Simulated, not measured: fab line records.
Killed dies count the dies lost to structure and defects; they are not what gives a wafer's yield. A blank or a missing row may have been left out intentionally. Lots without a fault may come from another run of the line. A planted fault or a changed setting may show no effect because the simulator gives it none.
Which tool did it? | flow ritCmos | 21 wafers from 7 lots sampled at 2 of the route's 202 steps

## WHAT EACH GAUGE READ, for each wafer
RIT_SDANNEAL_RS_MEAS_06: a four-point-probe measurement.
lot  | measured    | on           | PLDD_RS (ohm/sq)
L319 | day 3 07:34 | filmMetro-02 | 179.6 179.7 179.4
L321 | day 3 18:26 | filmMetro-01 | 179.3 179.0 179.2
L323 | day 4 06:14 | filmMetro-03 | 178.1 177.7 178.8
L329 | day 5 12:35 | filmMetro-01 | 178.7 179.0 178.9
L332 | day 6 02:04 | filmMetro-03 | 179.2 179.0 179.3
L339 | day 7 11:04 | filmMetro-03 | 176.6 177.3 177.0 176.7 177.4 177.2
L341 | day 7 22:00 | filmMetro-02 | 178.4 178.5 178.7

## TOOL THAT RAN EACH LOT (tool first, then ch and the chambers of the sampled wafers, then the start)
lot  | RIT_PLDD_IMPLANT_08
L319 | implanter-01 ch 0, day 3 00:29
L321 | implanter-04 ch 0, day 3 11:52
L323 | implanter-01 ch 0, day 3 23:36
L329 | implanter-02 ch 0, day 5 04:13
L332 | implanter-04 ch 0, day 5 19:14
L339 | implanter-04 ch 0, day 7 04:26
L341 | implanter-02 ch 0, day 7 14:40
- RIT_PLDD_IMPLANT_08

## THE ANSWER, worked out from the rows above alone
Rule: what is usual is taken from the lots themselves. Put in order of their means at a reading, lots are off if they are a third of the lots or fewer, leave a main group of 4 or more, and stand apart from it by a gap of 3 or more times the standard deviation of the main group's means; of several such gaps the widest counts. A main group is skipped when, at the precision printed for the reading in the tables above, its means are all equal. A lot without any number at a reading at which 4 lots or more have one is off too. All remaining lots with rows at the step are treated as sound.
Across all readings shown, no lot is off: no conclusion can be drawn from this.

## WHAT HAD BEEN PUT IN BY THE SIMULATOR
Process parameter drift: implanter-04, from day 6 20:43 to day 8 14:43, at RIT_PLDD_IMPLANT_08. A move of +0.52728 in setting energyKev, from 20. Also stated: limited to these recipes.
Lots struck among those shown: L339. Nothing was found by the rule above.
